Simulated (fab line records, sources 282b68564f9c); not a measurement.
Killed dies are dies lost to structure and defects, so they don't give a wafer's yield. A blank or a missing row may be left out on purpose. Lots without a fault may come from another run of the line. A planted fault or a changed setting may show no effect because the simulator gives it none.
A struck lot beside a sound one | flow rit_cmos | 44 steps out of a route of 202
Sound: wafers L871.1, L871.3, L871.6. Struck: wafers L868.3, L868.5, L868.6. The cause comes at the end.
At each step with rows: each side's tool, then ch and its chambers, then its first start. Under that, the readings that differ: sound wafers | struck wafers | difference of the means | sigmas: that difference in standard deviations of wafers without a fault.
alike: readings whose means differ by less than 2 such deviations, and words and numbers that are the same on both sides. not compared: withheld readings, readings that some wafer has no value for, bounds like >300 that may hide the same value, and numbers for which the record gives no deviation and whose values overlap.
The two part at a step that has a row with sigmas, a row that says differs or no value, or rows on one side only. Numbers that don't overlap but have no deviation are shown without sigmas and don't part them. A reading that every wafer of one side lacks parts them only if that side has two wafers or more.

first, 1 step without rows for these wafers: RIT_ACTIVE_DEVELOP_10 (develop time 50 s).
RIT_ACTIVE_CD_MEAS_11: target cd 1400 nm.
  sound on cd_sem-02, day 4 17:55; struck on cd_sem-01, day 4 04:25
  alike: cd_nm
then, 1 step without rows for these wafers: RIT_ACTIVE_HARDBAKE_12 (time 60 s).
RIT_ACTIVE_ETCH_13: etches Si3N4 in SF6, stops on SiO2, time 210 s, target depth 210 nm.
  sound on rie_diel-01 ch 0,2, day 4 18:11; struck on rie_diel-04 ch 0,1,2, day 4 04:39
  alike: chamber_pressure_mTorr, drypump_motor_current_A, oes_product_au, throttle_valve_pct
  not compared: rf_hours_counter_h
RIT_ACTIVE_STRIP_14: strips in O2, time 180 s.
  sound on plasma_asher-04 ch 0,1, day 4 18:19; struck on plasma_asher-01 ch 0,1, day 4 04:50
  alike: chamber_pressure_mTorr, drypump_motor_current_A, o2_flow_sccm
  not compared: rf_hours_counter_h
RIT_ACTIVE_CD_MEAS_90: target cd 1400 nm.
  sound on cd_sem-01, day 4 18:29; struck on cd_sem-01, day 4 05:00
  alike: cd_nm
then, 4 steps without rows for these wafers: RIT_ACTIVE_CLEAN_15 (cleans in SC1, time 600 s); RIT_ACTIVE_CLEAN_16 (cleans in dHF, time 30 s); RIT_ACTIVE_CLEAN_17 (cleans in SC2, time 600 s); RIT_FOX1_OXIDATION_00 (target thk 350.7 nm, ox time 1130 s).
RIT_FOX1_THK_MEAS_01:
  sound on film_metro-04, day 5 00:50; struck on film_metro-01, day 4 06:59
  alike: FOX1_OXIDE_THK
then, 1 step without rows for these wafers: RIT_FOX1_WET_ETCH_02 (etches SiO2 in BOE, target depth 350 nm, time 390 s).
RIT_FOX2_OXIDATION_00: target thk 350.7 nm, ox time 1130 s.
  sound on furnace-04 ch 0, day 5 01:41; struck on furnace-03 ch 0, day 4 09:38
  alike: ox_temp_c, spike_tc_source_C, zone_power_source_pct
RIT_FOX2_THK_MEAS_01:
  sound on film_metro-04, day 5 03:01; struck on film_metro-01, day 4 10:58
  reading             | sound       | struck      | difference | sigmas
  FOX2_OXIDE_THK (nm) | 348 354 350 | 518 521 520 | +169       | +34
RIT_FOX2_CLEAN_02: cleans in dHF, time 180 s.
  sound on wet_bench-01 ch 3, day 5 03:04; struck on wet_bench-01 ch 1, day 4 11:00
  reading                                     | sound             | struck            | difference | sigmas
  model.SiO2_of_FOX2_OXIDATION_00.thk_nm (nm) | 330.8 337.8 333.4 | 501.6 504.7 503.6 | +169.3     |
  model.Si3N4_of_ACTIVE_CVD_03.thk_nm (nm)    | 129.7 131 128.6   | 126.6 126.2 126.3 | -3.4       |
RIT_FOX2_WET_ETCH_03: etches Si3N4 in H3PO4, target depth 195 nm, time 2700 s.
  sound on wet_bench-04 ch 3, day 5 03:07; struck on wet_bench-02 ch 0, day 4 11:08
  reading                                     | sound             | struck        | difference | sigmas
  model.SiO2_of_FOX2_OXIDATION_00.thk_nm (nm) | 320.1 327.1 322.7 | 491 494.2 493 | +169       |
RIT_FOX2_THK_MEAS_90:
  sound on film_metro-02, day 5 03:53; struck on film_metro-02, day 4 11:55
  reading                     | sound       | struck      | difference | sigmas
  FIELD_OXIDE_LEFT_1_THK (nm) | 320 327 323 | 491 495 493 | +170       | +34
then, 6 steps without rows for these wafers: RIT_NWELL_HMDS_00 (prime time 60 s); RIT_NWELL_COAT_01 (resist thk 1300 nm); RIT_NWELL_SOFTBAKE_02 (time 60 s); RIT_NWELL_EXPOSE_03 (exposes mask M2, target cd 43900 nm); RIT_NWELL_PEB_04; RIT_NWELL_DEVELOP_05 (develop time 68 s).
RIT_NWELL_OVL_MEAS_06:
  sound on overlay-02, day 5 05:06; struck on overlay-01, day 4 13:02
  alike: NWELL_OVL
then, 2 steps without rows for these wafers: RIT_NWELL_HARDBAKE_07 (time 120 s); RIT_NWELL_IMPLANT_08.
RIT_NWELL_STRIP_09: strips in O2, time 180 s.
  sound on plasma_asher-03 ch 0,1, day 5 05:32; struck on plasma_asher-04 ch 0,1, day 4 13:49
  alike: chamber_pressure_mTorr, drypump_motor_current_A, o2_flow_sccm
  not compared: rf_hours_counter_h
RIT_NWELL_TW_MEAS_10:
  sound on film_metro-03, day 5 05:43; struck on film_metro-04, day 4 13:57
  reading  | sound          | struck         | difference | sigmas
  NWELL_TW | 2158 2176 2155 | 2101 2096 2085 | -69        | -2
then, 6 steps without rows for these wafers: RIT_PWELL_HMDS_00 (prime time 60 s); RIT_PWELL_COAT_01 (resist thk 1300 nm); RIT_PWELL_SOFTBAKE_02 (time 60 s); RIT_PWELL_EXPOSE_03 (exposes mask M3, target cd 43700 nm); RIT_PWELL_PEB_04; RIT_PWELL_DEVELOP_05 (develop time 68 s).
RIT_PWELL_OVL_MEAS_06:
  sound on overlay-02, day 5 06:39; struck on overlay-02, day 4 14:58
  alike: PWELL_OVL
then, 2 steps without rows for these wafers: RIT_PWELL_HARDBAKE_07 (time 120 s); RIT_PWELL_IMPLANT_08.
RIT_PWELL_STRIP_09: strips in O2, time 180 s.
  sound on plasma_asher-03 ch 0,1, day 5 07:05; struck on plasma_asher-02 ch 0,1, day 4 15:34
  alike: chamber_pressure_mTorr, drypump_motor_current_A, o2_flow_sccm
  not compared: rf_hours_counter_h
RIT_PWELL_TW_MEAS_10:
  sound on film_metro-02, day 5 07:16; struck on film_metro-04, day 4 15:42
  reading  | sound       | struck      | difference | sigmas
  PWELL_TW | 966 962 966 | 929 932 933 | -33        | -2
then, 1 step without rows for these wafers: RIT_WELLDRIVE_ANNEAL_00 (time 14700 s).
RIT_WELLDRIVE_RS_MEAS_01: measures by four-point-probe.
  sound on film_metro-04, day 5 14:10; struck on film_metro-04, day 4 20:52
  alike: NWELL_RS
RIT_WELLDRIVE_RS_MEAS_02: measures by four-point-probe.
  sound on film_metro-04, day 5 14:17; struck on film_metro-04, day 4 20:59
  alike: PWELL_RS
RIT_FOX2_THK_MEAS_91:
  sound on film_metro-01, day 5 18:04; struck on film_metro-01, day 5 00:40
  reading                     | sound       | struck      | difference | sigmas
  FIELD_OXIDE_LEFT_2_THK (nm) | 252 259 255 | 423 426 425 | +169       | +35
RIT_M1_PROBE_99:
  sound on prober-01, day 6 23:43; struck on prober-01, day 6 02:31
  alike: killed_at_M0_to_M3, killed_at_contacts, killed_at_front_end, killed_dies, killed_open, killed_short

WHERE THEY PART
First at RIT_FOX2_THK_MEAS_01; last, within this record, at RIT_FOX2_THK_MEAS_91. Later steps at which nothing parts them and some readings are alike: RIT_M1_PROBE_99.

WHY: what the simulator had put in
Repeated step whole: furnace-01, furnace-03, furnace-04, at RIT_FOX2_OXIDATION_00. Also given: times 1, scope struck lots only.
